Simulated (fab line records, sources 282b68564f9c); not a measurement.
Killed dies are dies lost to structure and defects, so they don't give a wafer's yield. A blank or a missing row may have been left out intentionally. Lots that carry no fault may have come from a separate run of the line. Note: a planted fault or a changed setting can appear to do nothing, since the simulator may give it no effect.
Split-lot trial / flow ritCmos / on a route of 202 steps: 5 lots, 23 wafers read

== ABOUT THE SPLIT ==
At RIT_CONTACT_DEVELOP_07 (develop time 120 s), the setting developTimeS was moved away from the recipe's 120 s on 9 of the 23 wafers read, by -12.7% to -7.1%. The other wafers ran this setting at the recipe's value.

== FROM THE SPLIT TO THE READING: what the file shows between them, 4 steps ==
- RIT_CONTACT_CD_MEAS_08: target cd 1000 nm
- RIT_CONTACT_HARDBAKE_10: time 60 s
- RIT_CONTACT_ETCH_11: etches SiO2 in CHF3/CF4/Ar, stops on TiSi2, target depth 480 nm, time 320 s
- RIT_CONTACT_STRIP_12: strips in O2, time 180 s

== THE READING ==
cdNm (nm) at RIT_CONTACT_CD_MEAS_90, where the cd target is 1000 nm. A value of 1000.9 nm with a standard deviation of 2.3 nm is what fault-free wafers of this fab line usually give.

wafer=L075.1; tool, chamber at the split=lithoTrack-02, 0; developTimeS as run, s=120; against the recipe=recipe; cdNm, nm=1002.6; against lot-mates on the recipe=-
wafer=L075.3; tool, chamber at the split=lithoTrack-02, 0; developTimeS as run, s=120; against the recipe=recipe; cdNm, nm=1003.7; against lot-mates on the recipe=-
wafer=L075.4; tool, chamber at the split=lithoTrack-02, 0; developTimeS as run, s=104.8; against the recipe=-12.7%; cdNm, nm=993.3; against lot-mates on the recipe=-9.3
wafer=L075.5; tool, chamber at the split=lithoTrack-02, 0; developTimeS as run, s=120; against the recipe=recipe; cdNm, nm=1001.4; against lot-mates on the recipe=-
wafer=L075.6; tool, chamber at the split=lithoTrack-02, 0; developTimeS as run, s=104.8; against the recipe=-12.7%; cdNm, nm=992.4; against lot-mates on the recipe=-10.2
wafer=L079.2; tool, chamber at the split=lithoTrack-01, 0; developTimeS as run, s=120; against the recipe=recipe; cdNm, nm=999.3; against lot-mates on the recipe=-
wafer=L079.3; tool, chamber at the split=lithoTrack-01, 0; developTimeS as run, s=109.7; against the recipe=-8.6%; cdNm, nm=992.1; against lot-mates on the recipe=-7.8
wafer=L079.4; tool, chamber at the split=lithoTrack-01, 0; developTimeS as run, s=109.7; against the recipe=-8.6%; cdNm, nm=990.2; against lot-mates on the recipe=-9.7
wafer=L079.5; tool, chamber at the split=lithoTrack-01, 0; developTimeS as run, s=120; against the recipe=recipe; cdNm, nm=1001.2; against lot-mates on the recipe=-
wafer=L079.6; tool, chamber at the split=lithoTrack-01, 0; developTimeS as run, s=120; against the recipe=recipe; cdNm, nm=999.3; against lot-mates on the recipe=-
wafer=L080.1; tool, chamber at the split=lithoTrack-02, 0; developTimeS as run, s=111.5; against the recipe=-7.1%; cdNm, nm=998.2; against lot-mates on the recipe=-2.6
wafer=L080.2; tool, chamber at the split=lithoTrack-02, 0; developTimeS as run, s=120; against the recipe=recipe; cdNm, nm=999.4; against lot-mates on the recipe=-
wafer=L080.3; tool, chamber at the split=lithoTrack-02, 0; developTimeS as run, s=111.5; against the recipe=-7.1%; cdNm, nm=996.7; against lot-mates on the recipe=-4.1
wafer=L080.5; tool, chamber at the split=lithoTrack-02, 0; developTimeS as run, s=111.5; against the recipe=-7.1%; cdNm, nm=996.7; against lot-mates on the recipe=-4.1
wafer=L080.6; tool, chamber at the split=lithoTrack-02, 0; developTimeS as run, s=120; against the recipe=recipe; cdNm, nm=1002.2; against lot-mates on the recipe=-
wafer=L082.1; tool, chamber at the split=lithoTrack-01, 0; developTimeS as run, s=120; against the recipe=recipe; cdNm, nm=1001.2; against lot-mates on the recipe=-
wafer=L082.2; tool, chamber at the split=lithoTrack-01, 0; developTimeS as run, s=120; against the recipe=recipe; cdNm, nm=1001.5; against lot-mates on the recipe=-
wafer=L082.4; tool, chamber at the split=lithoTrack-01, 0; developTimeS as run, s=110.8; against the recipe=-7.7%; cdNm, nm=995.7; against lot-mates on the recipe=-5.9
wafer=L082.5; tool, chamber at the split=lithoTrack-01, 0; developTimeS as run, s=110.8; against the recipe=-7.7%; cdNm, nm=995.2; against lot-mates on the recipe=-6.4
wafer=L082.6; tool, chamber at the split=lithoTrack-01, 0; developTimeS as run, s=120; against the recipe=recipe; cdNm, nm=1002.1; against lot-mates on the recipe=-
wafer=L084.2; tool, chamber at the split=lithoTrack-04, 0; developTimeS as run, s=120; against the recipe=recipe; cdNm, nm=1001.7; against lot-mates on the recipe=-
wafer=L084.4; tool, chamber at the split=lithoTrack-04, 0; developTimeS as run, s=120; against the recipe=recipe; cdNm, nm=1003.1; against lot-mates on the recipe=-
wafer=L084.6; tool, chamber at the split=lithoTrack-04, 0; developTimeS as run, s=120; against the recipe=recipe; cdNm, nm=1003.7; against lot-mates on the recipe=-

FIT RESULTS
A straight line over all 23 wafers: cdNm changes by +0.795 nm for each +1% of developTimeS; r = +0.90; the points scatter about the line by 1.8 nm.
The same after taking each lot's own level away (the mean of its wafers on the recipe; 23 wafers): +0.778 nm for each +1%; r = +0.94; scatter 1.3 nm.
Per that fit: largest developTimeS move, reading shift of 9.8 nm.
From 999.93 to 1002.83 nm: that is the span of the lots' own levels, equal to 1.3 times the standard deviation above.
So the lot-to-lot level changes the slope little: the two slopes agree.
Check: for one of the wafers moved furthest among these (-12.7%), held out of the fit, the line's prediction against its lot-mates is -9.94 nm. It came out at -9.27 nm against them.

== FURTHER SPLITS ON THESE WAFERS ==
Note: prior to the reading, these wafers also went through further splits. Each is held against what the fit with the lots' levels taken away leaves over:
other split on the same wafers=RIT_PSD_IMPLANT_08 energyKev; wafers away from the commonest value=11; r with cdNm (lot level and that fit taken away)=-0.09
other split on the same wafers=RIT_CONTACT_CVD_00 timeS; wafers away from the commonest value=9; r with cdNm (lot level and that fit taken away)=-0.36

== THE WHOLE CHAIN: every reading that the file lists as answering this split, in the file's order ==
step=RIT_CONTACT_CD_MEAS_08; what it does=target cd 1000 nm; reading=cdNm; change (the file's fit)=+0.809 nm for each +1% of the setting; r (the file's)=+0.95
step=RIT_CONTACT_ETCH_11; what it does=etches SiO2 in CHF3/CF4/Ar, stops on TiSi2, target depth 480 nm, time 320 s; reading=CONTACT.cdNm (the simulator's own value, which no gauge read); change (the file's fit)=+0.79 nm for each +1% of the setting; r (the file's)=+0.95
step=RIT_CONTACT_CD_MEAS_90; what it does=target cd 1000 nm; reading=cdNm; change (the file's fit)=+0.789 nm for each +1% of the setting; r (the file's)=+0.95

== FILE'S OWN FIT ==
cdNm changes by +0.789 nm for each +1% of developTimeS, r = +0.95.
